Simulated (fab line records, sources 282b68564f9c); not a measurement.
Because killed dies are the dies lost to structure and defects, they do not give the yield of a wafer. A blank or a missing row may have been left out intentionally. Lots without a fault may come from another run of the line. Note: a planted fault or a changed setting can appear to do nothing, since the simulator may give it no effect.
fab line records	flow rit_cmos
record: lots: 7	wafers: 21	last_day: 7
route steps=202 shown FOX2@24 NWELL@28 PWELL@40 WELLDRIVE@50 M1@202
lots that met no fault: taken from a fault-free run of the same line
start_h: start of the lot's first displayed wafer, in hours after the record's first day	wait_h: hours from the lot's prior step to this one	" same as the row above	L1.1+2: several wafers, shown together as one row	- no value, or no start was given	* or withheld: withheld	< > ~ a bound
route shown NAME@n: a module of which the file shows steps, and the number in the route of the first	usual: mean/standard deviation of fault-free wafers	same: alike in all rows	chamber/n: place in a boat	sites: the reading at each site	_std_site: the values' standard deviation	_edge_site: the outer-site mean with the inner-site mean subtracted	radius_mm: how far each site lies from the wafer's centre	mask NAME#n: copy n	behind: tool/chamber where the wafer was last shaped	hold: cause of the lot's hold/its duration in hours/its outcome	device: names the non-switching transistor (n, p or np)	end of line: tests run on the same wafers once the route is complete	for a step that has no rows: nothing shown but its recipe	killed: dies that structure and defects cost at the first sort, which is not the same as the wafer's yield	map: a wafer's dies, x killed, . not, _ none there
set.NAME: the setting the step ran with; set.NAME@STEP: the setting that earlier step ran with	model.NAME: the simulator's own value behind a step, which no gauge read
lots seen at some steps along the route; tables by step, rows by wafer
services: the hour from which a tool's chamber was out of use, counted from the record's first day as start_h (under 0 if before that day), plus the number of hours and why
== steps ==
step: RIT_FOX2_THK_MEAS_01
recipe: reads: SiO2_of_FOX2_OXIDATION_00
usual: FOX2_OXIDE_THK: 351/7.7
lot.wafer	tool	chamber	start_h	wait_h	FOX2_OXIDE_THK[nm]
L465.1	film_metro-01	-	40.32	0.0	337
L465.3	"	-	"	"	334
L465.5	"	-	"	"	338
L466.1	film_metro-02	-	44.86	0.0	365
L466.4	"	-	"	"	364
L466.6	"	-	"	"	358
L470.2	film_metro-01	-	66.68	0.0	343
L470.4	"	-	"	"	349
L470.6	"	-	"	"	349
L471.1	film_metro-01	-	69.73	0.0	357
L471.2	"	-	"	"	351
L471.3	"	-	"	"	357
L472.3	film_metro-04	-	78.48	0.0	358
L472.4	"	-	"	"	356
L472.6	"	-	"	"	359
L478.1	film_metro-01	-	109.06	0.0	349
L478.3	"	-	"	"	347
L478.4	"	-	"	"	345
L482.2	film_metro-02	-	127.82	0.0	358
L482.3	"	-	"	"	355
L482.6	"	-	"	"	357
step: RIT_FOX2_CLEAN_02
recipe: chemistry: dHF	dilution: 50:1	time_s: 180
step: RIT_FOX2_WET_ETCH_03
recipe: chemistry: H3PO4	target: Si3N4	target_depth_nm: 195	temp_c: 165	time_s: 2700
step: RIT_FOX2_THK_MEAS_90
recipe: reads: SiO2_of_FOX2_OXIDATION_00
usual: FIELD_OXIDE_LEFT_1_THK: 324/7.8
lot.wafer	tool	chamber	start_h	wait_h	FIELD_OXIDE_LEFT_1_THK[nm]
L465.1	film_metro-01	-	41.20	0.0	310
L465.3	"	-	"	"	307
L465.5	"	-	"	"	311
L466.1	film_metro-04	-	45.80	0.0	337
L466.4	"	-	"	"	337
L466.6	"	-	"	"	331
L470.2	film_metro-01	-	67.56	0.0	315
L470.4	"	-	"	"	321
L470.6	"	-	"	"	321
L471.1	film_metro-02	-	70.61	0.0	330
L471.2	"	-	"	"	324
L471.3	"	-	"	"	329
L472.3	film_metro-04	-	79.36	0.0	331
L472.4	"	-	"	"	328
L472.6	"	-	"	"	332
L478.1	film_metro-01	-	110.00	0.0	322
L478.3	"	-	"	"	320
L478.4	"	-	"	"	317
L482.2	film_metro-01	-	128.76	0.0	330
L482.3	"	-	"	"	328
L482.6	"	-	"	"	329
step: RIT_NWELL_HMDS_00
recipe: prime_time_s: 60	prime_temp_c: 140
step: RIT_NWELL_COAT_01
recipe: resist: NOVOLAK	spin_rpm: 2000	resist_thk_nm: 1300
step: RIT_NWELL_SOFTBAKE_02
recipe: resist: NOVOLAK	temp_c: 90	time_s: 60
step: RIT_NWELL_EXPOSE_03
recipe: mask_id: M2	na: 0.57	target_cd_nm: 43900	dose_mj: 250
step: RIT_NWELL_PEB_04
recipe: resist: NOVOLAK	temp_c: withheld	time_s: withheld
step: RIT_NWELL_DEVELOP_05
recipe: resist: NOVOLAK	develop_time_s: 68	dev_temp_c: 23
step: RIT_NWELL_OVL_MEAS_06
usual: NWELL_OVL: 0.2/1.4
lot.wafer	tool	chamber	start_h	wait_h	NWELL_OVL[nm]
L465.1	overlay-02	-	42.14	-	-0.9
L465.3	"	-	"	"	0.1
L465.5	"	-	"	"	-1.6
L466.1	overlay-02	-	46.87	-	0.2
L466.4	"	-	"	"	2.2
L466.6	"	-	"	"	3.2
L470.2	overlay-01	-	68.62	-	-0.7
L470.4	"	-	"	"	-0.7
L470.6	"	-	"	"	-1.9
L471.1	overlay-01	-	71.80	-	0.3
L471.2	"	-	"	"	0.1
L471.3	"	-	"	"	1.3
L472.3	overlay-01	-	80.49	-	1.0
L472.4	"	-	"	"	0.0
L472.6	"	-	"	"	1.6
L478.1	overlay-01	-	110.94	-	0.2
L478.3	"	-	"	"	-0.1
L478.4	"	-	"	"	-1.2
L482.2	overlay-02	-	129.70	-	0.5
L482.3	"	-	"	"	0.5
L482.6	"	-	"	"	0.6
step: RIT_NWELL_HARDBAKE_07
recipe: resist: NOVOLAK	temp_c: 140	time_s: 120
step: RIT_NWELL_IMPLANT_08
recipe: species: P	energy_kev: 170	dose_cm2: 5e+13	tilt_deg: 7
usual: beam_on_s: 9.99/0.21	dose_ions_cm2: 4.998e+13/5e+10	faraday_current_uA: 159/3.4
lot.wafer	tool	chamber	start_h	wait_h	beam_on_s	dose_ions_cm2	faraday_current_uA
L465.1	implanter-01	0	42.43	0.2	10.19	5.003e+13	156
L465.3	"	0	"	"	9.87	5e+13	160
L465.5	"	0	"	"	10.14	4.993e+13	157
L466.1	implanter-02	0	47.15	0.2	10.17	4.989e+13	156
L466.4	"	0	"	"	9.96	4.995e+13	160
L466.6	"	0	"	"	10.24	4.993e+13	154
L470.2	implanter-02	0	68.93	0.2	9.80	5.796e+13	187
L470.4	"	0	"	"	9.68	5.797e+13	190
L470.6	"	0	"	"	10.16	5.795e+13	182
L471.1	implanter-02	0	72.09	0.2	10.54	5.796e+13	174
L471.2	"	0	"	"	9.99	5.797e+13	184
L471.3	"	0	"	"	9.78	5.799e+13	188
L472.3	implanter-02	0	80.81	0.2	10.02	5.795e+13	183
L472.4	"	0	"	"	10.22	5.802e+13	180
L472.6	"	0	"	"	9.63	5.797e+13	190
L478.1	implanter-03	0	111.23	0.2	9.84	4.996e+13	161
L478.3	"	0	"	"	10.52	4.993e+13	150
L478.4	"	0	"	"	9.86	5e+13	161
L482.2	implanter-01	0	130.00	0.2	10.12	4.997e+13	156
L482.3	"	0	"	"	9.95	5.002e+13	160
L482.6	"	0	"	"	10.24	4.999e+13	154
step: RIT_NWELL_STRIP_09
recipe: chemistry: O2	time_s: 180	resist: NOVOLAK	platen_temp_c: withheld	power_w: 500	pressure_mtorr: 4000	o2_flow_sccm: 4000
usual: drypump_motor_current_A: 5.8/0.46
lot.wafer	tool	chamber	start_h	wait_h	drypump_motor_current_A	rf_hours_counter_h
L465.1	plasma_asher-04	1	42.58	0.1	6.1	40
L465.3	"	1	"	"	6.1	-
L465.5	"	0	"	"	6.5	-
L466.1	plasma_asher-01	1	47.30	0.1	5.1	25
L466.4	"	0	"	"	5.7	-
L466.6	"	1	"	"	5.1	-
L470.2	plasma_asher-01	0	69.05	0.1	5.7	27
L470.4	"	0	"	"	5.7	-
L470.6	"	0	"	"	5.7	-
L471.1	plasma_asher-01	1	72.24	0.1	5.1	28
L471.2	"	0	"	"	5.7	28
L471.3	"	1	"	"	5.1	-
L472.3	plasma_asher-01	1	80.97	0.1	5.1	-
L472.4	"	0	"	"	5.6	-
L472.6	"	0	"	"	5.7	-
L478.1	plasma_asher-04	1	111.38	0.1	6.1	47
L478.3	"	0	"	"	6.5	-
L478.4	"	1	"	"	6.1	-
L482.2	plasma_asher-01	0	130.13	0.1	5.7	34
L482.3	"	1	"	"	5.1	-
L482.6	"	0	"	"	5.7	-
step: RIT_NWELL_TW_MEAS_10
usual: NWELL_TW: 2130/11
lot.wafer	tool	chamber	start_h	wait_h	hold	NWELL_TW
L465.1	film_metro-03	-	42.76	0.1	-	2119
L465.3	"	-	"	"	-	2127
L465.5	"	-	"	"	-	2127
L466.1	film_metro-01	-	47.48	0.1	-	2118
L466.4	"	-	"	"	-	2131
L466.6	"	-	"	"	-	2126
L470.2	film_metro-03	-	69.24	0.1	await_dispo/0.2h/release	2236
L470.4	"	-	"	"	await_dispo/0.2h/release	2232
L470.6	"	-	"	"	await_dispo/0.2h/release	2232
L470.2	film_metro-03	-	69.60	0.3	-	2231
L470.4	"	-	"	"	-	2235
L470.6	"	-	"	"	-	2222
L471.1	film_metro-01	-	72.41	0.1	await_dispo/0.2h/release	2213
L471.2	"	-	"	"	await_dispo/0.2h/release	2220
L471.3	"	-	"	"	await_dispo/0.2h/release	2214
L471.1	film_metro-01	-	72.64	0.2	-	2227
L471.2	"	-	"	"	-	2216
L471.3	"	-	"	"	-	2218
L472.3	film_metro-03	-	81.11	0.1	await_dispo/0.2h/release	2236
L472.4	"	-	"	"	await_dispo/0.2h/release	2244
L472.6	"	-	"	"	await_dispo/0.2h/release	2238
L472.3	film_metro-03	-	81.33	0.2	-	2248
L472.4	"	-	"	"	-	2246
L472.6	"	-	"	"	-	2238
L478.1	film_metro-01	-	111.56	0.1	-	2136
L478.3	"	-	"	"	-	2118
L478.4	"	-	"	"	-	2120
L482.2	film_metro-04	-	130.31	0.1	-	2131
L482.3	"	-	"	"	-	2125
L482.6	"	-	"	"	-	2133
step: RIT_PWELL_COAT_01
recipe: resist: NOVOLAK	spin_rpm: 2000	resist_thk_nm: 1300
step: RIT_PWELL_SOFTBAKE_02
recipe: resist: NOVOLAK	temp_c: 90	time_s: 60
step: RIT_PWELL_EXPOSE_03
recipe: mask_id: M3	na: 0.57	target_cd_nm: 43700	dose_mj: 250
step: RIT_PWELL_PEB_04
recipe: resist: NOVOLAK	temp_c: withheld	time_s: withheld
step: RIT_PWELL_DEVELOP_05
recipe: resist: NOVOLAK	develop_time_s: 68	dev_temp_c: 23
step: RIT_PWELL_OVL_MEAS_06
usual: PWELL_OVL: -0.6/1.3
lot.wafer	tool	chamber	start_h	wait_h	PWELL_OVL[nm]
L465.1	overlay-02	-	43.82	-	0.1
L465.3	"	-	"	"	-3.4
L465.5	"	-	"	"	0.1
L466.1	overlay-02	-	48.59	-	-1.5
L466.4	"	-	"	"	-0.9
L466.6	"	-	"	"	-0.6
L470.2	overlay-01	-	71.84	-	-3.1
L470.4	"	-	"	"	-1.8
L470.6	"	-	"	"	-2.8
L471.1	overlay-01	-	76.10	-	-0.3
L471.2	"	-	"	"	-2.6
L471.3	"	-	"	"	-2.7
L472.3	overlay-01	-	84.53	-	1.8
L472.4	"	-	"	"	0.3
L472.6	"	-	"	"	-0.9
L478.1	overlay-02	-	112.50	-	0.2
L478.3	"	-	"	"	0.8
L478.4	"	-	"	"	-1.9
L482.2	overlay-01	-	131.38	-	-0.4
L482.3	"	-	"	"	0.9
L482.6	"	-	"	"	0.8
step: RIT_PWELL_HARDBAKE_07
recipe: resist: NOVOLAK	temp_c: 140	time_s: 120
step: RIT_PWELL_IMPLANT_08
recipe: species: B	energy_kev: 170	dose_cm2: 7e+13	tilt_deg: 7
step: RIT_PWELL_STRIP_09
recipe: chemistry: O2	time_s: 180	resist: NOVOLAK	platen_temp_c: withheld	power_w: 500	pressure_mtorr: 4000	o2_flow_sccm: 4000
usual: drypump_motor_current_A: 5.8/0.47
lot.wafer	tool	chamber	start_h	wait_h	drypump_motor_current_A	rf_hours_counter_h
L465.1	plasma_asher-04	1	44.26	0.1	6.1	40
L465.3	"	1	"	"	6.1	-
L465.5	"	0	"	"	6.5	-
L466.1	plasma_asher-04	0	49.02	0.1	6.5	41
L466.4	"	1	"	"	6.1	-
L466.6	"	1	"	"	6.1	-
L470.2	plasma_asher-04	1	72.49	0.1	6.1	43
L470.4	"	1	"	"	6.1	-
L470.6	"	1	"	"	6.1	-
L471.1	plasma_asher-02	1	76.93	0.1	5.5	42
L471.2	"	0	"	"	5.5	42
L471.3	"	0	"	"	5.5	-
L472.3	plasma_asher-02	0	85.27	0.1	5.5	-
L472.4	"	1	"	"	5.5	-
L472.6	"	1	"	"	5.5	-
L478.1	plasma_asher-04	1	112.93	0.1	6.1	47
L478.3	"	0	"	"	6.5	-
L478.4	"	1	"	"	6.1	-
L482.2	plasma_asher-02	1	131.81	0.1	5.5	48
L482.3	"	1	"	"	5.5	-
L482.6	"	1	"	"	5.5	-
step: RIT_PWELL_TW_MEAS_10
usual: PWELL_TW: 946/5.4
lot.wafer	tool	chamber	start_h	wait_h	PWELL_TW
L465.1	film_metro-03	-	44.43	0.1	938
L465.3	"	-	"	"	943
L465.5	"	-	"	"	942
L466.1	film_metro-04	-	49.20	0.1	950
L466.4	"	-	"	"	950
L466.6	"	-	"	"	952
L470.2	film_metro-03	-	73.18	0.6	942
L470.4	"	-	"	"	948
L470.6	"	-	"	"	947
L471.1	film_metro-03	-	77.10	0.1	944
L471.2	"	-	"	"	942
L471.3	"	-	"	"	956
L472.3	film_metro-04	-	85.41	0.1	953
L472.4	"	-	"	"	956
L472.6	"	-	"	"	954
L478.1	film_metro-01	-	113.11	0.1	943
L478.3	"	-	"	"	943
L478.4	"	-	"	"	945
L482.2	film_metro-01	-	131.99	0.1	942
L482.3	"	-	"	"	942
L482.6	"	-	"	"	948
step: RIT_WELLDRIVE_ANNEAL_00
recipe: temp_c: 1100	time_s: 14700	ambient: N2
step: RIT_WELLDRIVE_RS_MEAS_01
recipe: thk_meas_gauge: four-point-probe
usual: NWELL_RS: 275.5/0.69
lot.wafer	tool	chamber	start_h	wait_h	hold	NWELL_RS[ohm/sq]
L465.1	film_metro-04	-	50.19	0.0	-	276.2
L465.3	"	-	"	"	-	275.5
L465.5	"	-	"	"	-	276.2
L466.1	film_metro-03	-	55.26	0.0	-	275.9
L466.4	"	-	"	"	-	275.3
L466.6	"	-	"	"	-	275.5
L470.2	film_metro-01	-	78.34	0.0	await_dispo/0.2h/release	251.6
L470.4	"	-	"	"	await_dispo/0.2h/release	251.1
L470.6	"	-	"	"	await_dispo/0.2h/release	250.9
L470.2	film_metro-01	-	78.72	0.4	-	251.7
L470.4	"	-	"	"	-	251.6
L470.6	"	-	"	"	-	251.1
L471.1	film_metro-04	-	82.25	0.0	await_dispo/0.2h/release	252.8
L471.2	"	-	"	"	await_dispo/0.2h/release	253.1
L471.3	"	-	"	"	await_dispo/0.2h/release	252.8
L471.1	film_metro-04	-	82.58	0.3	-	253.3
L471.2	"	-	"	"	-	252.9
L471.3	"	-	"	"	-	252.9
L472.3	film_metro-03	-	91.55	0.0	await_dispo/0.2h/release	252.1
L472.4	"	-	"	"	await_dispo/0.2h/release	251.9
L472.6	"	-	"	"	await_dispo/0.2h/release	252.5
L472.3	film_metro-03	-	91.83	0.3	-	252.8
L472.4	"	-	"	"	-	252.3
L472.6	"	-	"	"	-	252.0
L478.1	film_metro-01	-	118.25	0.0	-	275.7
L478.3	"	-	"	"	-	276.5
L478.4	"	-	"	"	-	276.0
L482.2	film_metro-01	-	138.16	0.0	-	274.4
L482.3	"	-	"	"	-	275.8
L482.6	"	-	"	"	-	275.2
step: RIT_WELLDRIVE_RS_MEAS_02
recipe: thk_meas_gauge: four-point-probe
usual: PWELL_RS: 429.5/1.1
lot.wafer	tool	chamber	start_h	wait_h	hold	PWELL_RS[ohm/sq]
L465.1	film_metro-04	-	50.31	0.1	-	431.3
L465.3	"	-	"	"	-	429.2
L465.5	"	-	"	"	-	430.1
L466.1	film_metro-03	-	55.38	0.1	-	431.2
L466.4	"	-	"	"	-	431.0
L466.6	"	-	"	"	-	432.5
L471.1	film_metro-04	-	85.12	2.5	await_dispo/2.4h/release	432.3
L471.2	"	-	"	"	await_dispo/2.4h/release	431.0
L471.3	"	-	"	"	await_dispo/2.4h/release	430.9
L470.2	film_metro-01	-	85.34	6.6	await_dispo/6.5h/release	429.4
L470.4	"	-	"	"	await_dispo/6.5h/release	429.8
L470.6	"	-	"	"	await_dispo/6.5h/release	429.5
L472.3	film_metro-03	-	93.84	2.0	await_dispo/1.9h/release	427.9
L472.4	"	-	"	"	await_dispo/1.9h/release	428.3
L472.6	"	-	"	"	await_dispo/1.9h/release	429.4
L478.1	film_metro-01	-	118.37	0.1	-	429.1
L478.3	"	-	"	"	-	430.0
L478.4	"	-	"	"	-	429.7
L482.2	film_metro-01	-	138.28	0.1	-	427.0
L482.3	"	-	"	"	-	429.8
L482.6	"	-	"	"	-	429.0
step: RIT_M1_PROBE_99
usual: killed_at_M0_to_M3: 0.0/0.083	killed_at_contacts: 0.1/0.23	killed_at_front_end: 6.7/2.7	killed_dies: 6.7/2.7	killed_open: 3.2/1.8	killed_short: 3.5/1.9
same: gross_dies: 264	killed_at_M4_up: 0	killed_at_back_side: 0	killed_at_other: 0
lot.wafer	tool	chamber	start_h	wait_h	killed_at_M0_to_M3	killed_at_contacts	killed_at_front_end	killed_dies	killed_open	killed_short
L465.1	prober-01	-	79.87	0.1	0	0	10	10	5	5
L465.3	prober-01	-	79.97	0.2	0	0	9	9	4	5
L465.5	prober-01	-	80.07	0.2	1	0	4	5	2	3
L466.1	prober-02	-	86.39	0.1	0	0	5	5	2	3
L466.4	prober-02	-	86.54	0.2	0	0	6	6	4	2
L466.6	prober-02	-	86.64	0.2	0	1	10	11	6	5
L471.1	prober-02	-	118.40	0.1	0	0	6	6	2	4
L471.2	prober-02	-	118.45	0.1	0	1	5	6	2	3
L471.3	prober-02	-	118.50	0.2	1	0	7	8	3	4
L470.2	prober-01	-	120.85	0.1	0	1	7	8	5	3
L470.4	prober-01	-	120.95	0.2	0	0	5	5	2	3
L470.6	prober-01	-	121.05	0.2	0	0	7	7	2	5
L478.1	prober-01	-	148.33	0.1	0	0	6	6	4	2
L478.3	prober-01	-	148.43	0.2	0	0	7	7	3	4
L478.4	prober-01	-	148.48	0.2	0	0	8	8	2	6
L482.2	prober-01	-	169.62	0.1	0	0	5	5	2	3
L482.3	prober-01	-	169.67	0.2	0	0	10	10	4	6
L482.6	prober-01	-	169.82	0.2	0	0	7	7	4	3
killed by level:class
L465.1 FOX1:geometric_particle:short=2 SPACER:geometric_particle:open=2 FOX1:geometric_particle:open=1 REOX:geometric_particle:open=1 REOX:geometric_particle:short=1 SPACER:geometric_particle:short=1 SILICIDE:geometric_particle:short=1 SILICIDE:geometric_particle:open=1
L465.3 SPACER:geometric_particle:short=4 SILICIDE:geometric_particle:open=2 GATE:geometric_particle:open=1 SPACER:geometric_particle:open=1 SILICIDE:geometric_particle:short=1
L465.5 GATE:geometric_particle:short=1 REOX:geometric_particle:open=1 REOX:geometric_particle:short=1 SILICIDE:geometric_particle:open=1 M1:geometric_particle:short=1
L466.1 GATE:geometric_particle:short=2 GATE:geometric_particle:open=1 SILICIDE:geometric_particle:short=1 SILICIDE:geometric_particle:open=1
L466.4 GATE:geometric_particle:short=2 SPACER:geometric_particle:open=2 FOX2:geometric_particle:open=1 GATE:geometric_particle:open=1
L466.6 GATE:geometric_particle:short=5 GATE:geometric_particle:open=3 FOX2:geometric_particle:open=1 SPACER:geometric_particle:open=1 CONTACT:geometric_particle:open=1
L471.1 REOX:geometric_particle:short=2 GATE:geometric_particle:open=1 GATE:geometric_particle:short=1 SILICIDE:geometric_particle:short=1 SILICIDE:geometric_particle:open=1
L471.2 GATE:geometric_particle:short=3 GATE:geometric_particle:open=1 SILICIDE:geometric_particle:open=1 CONTACT:coat_microbubble_printed=1
L471.3 FOX2:geometric_particle:short=2 SILICIDE:geometric_particle:short=2 FOX2:geometric_particle:open=1 GATE:geometric_particle:open=1 SILICIDE:geometric_particle:open=1 M1:coat_microbubble_printed=1
L470.2 FOX1:geometric_particle:open=2 GATE:geometric_particle:open=2 GATE:geometric_particle:short=2 SILICIDE:geometric_particle:short=1 CONTACT:geometric_particle:open=1
L470.4 GATE:geometric_particle:short=2 GATE:geometric_particle:open=1 REOX:geometric_particle:open=1 SILICIDE:geometric_particle:short=1
L470.6 FOX1:geometric_particle:short=2 GATE:geometric_particle:short=2 GATE:geometric_particle:open=1 SPACER:geometric_particle:open=1 SPACER:geometric_particle:short=1
L478.1 SPACER:geometric_particle:open=2 FOX2:geometric_particle:open=1 GATE:geometric_particle:open=1 GATE:geometric_particle:short=1 SPACER:geometric_particle:short=1
L478.3 SPACER:geometric_particle:short=2 SPACER:geometric_particle:open=2 FOX1:geometric_particle:short=1 GATE:geometric_particle:short=1 REOX:geometric_particle:open=1
L478.4 GATE:geometric_particle:open=2 SPACER:geometric_particle:short=2 FOX2:geometric_particle:short=1 GATE:geometric_particle:short=1 REOX:geometric_particle:short=1 SILICIDE:geometric_particle:short=1
L482.2 FOX1:geometric_particle:open=2 FOX1:geometric_particle:short=1 GATE:geometric_particle:short=1 SPACER:geometric_particle:short=1
L482.3 SPACER:geometric_particle:open=3 SPACER:geometric_particle:short=3 GATE:geometric_particle:short=2 FOX1:geometric_particle:open=1 REOX:geometric_particle:short=1
L482.6 FOX1:geometric_particle:open=1 FOX2:geometric_particle:short=1 FOX2:geometric_particle:open=1 GATE:geometric_particle:open=1 GATE:geometric_particle:short=1 REOX:geometric_particle:open=1 SPACER:geometric_particle:short=1
== services ==
tool	chamber	start_h	hours	kind
implanter-03	-	40.44	1.4	repair
implanter-03	-	61.99	1.6	repair
implanter-03	-	65.18	4.2	pm
implanter-01	-	121.85	5.3	pm
== key ==
first_sign: step: RIT_NWELL_IMPLANT_08	reading: dose_ions_cm2	direction: up	sigmas: 99+	usual: 4.998e+13	struck: 5.797e+13
effect: step: RIT_NWELL_IMPLANT_08	reading: faraday_current_uA	direction: up	sigmas: 7.5	usual: 159	struck: 184
effect: step: RIT_NWELL_TW_MEAS_10	reading: visit	direction: added
effect: step: RIT_NWELL_TW_MEAS_10	reading: NWELL_TW	direction: up	sigmas: 9.2	usual: 2130	struck: 2229
effect: step: RIT_WELLDRIVE_RS_MEAS_01	reading: visit	direction: added
effect: step: RIT_WELLDRIVE_RS_MEAS_01	reading: NWELL_RS	direction: down	sigmas: 34	usual: 275.5	struck: 252.1
met_at RIT_NWELL_IMPLANT_08
struck_wafers L470.2,L470.4,L470.6,L471.1,L471.2,L471.3,L472.3,L472.4,L472.6
rows_end L472.3,L472.4,L472.6
tester_left_out L470,L471
onset_between 47.15 68.93
fault: kind: process_parameter_drift	tool: implanter-02	chamber: -	onset_h: 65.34	steps: RIT_NWELL_IMPLANT_08	channel: dose_cm2	offset: 8e+12	shape: step	end_h: 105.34	acts_in: these_recipes_only	stated: 5e+13
tester_left_out: of these lots the tester's yield and bins aren't shown, on N5 and GAA mostly nor the transistor test; their killed dies are dies lost to structure and defects alone, not to doping, threshold or leakage, so they don't give the yield
rows_end: these wafers met a further fault down the route, and their rows from its step on are left out
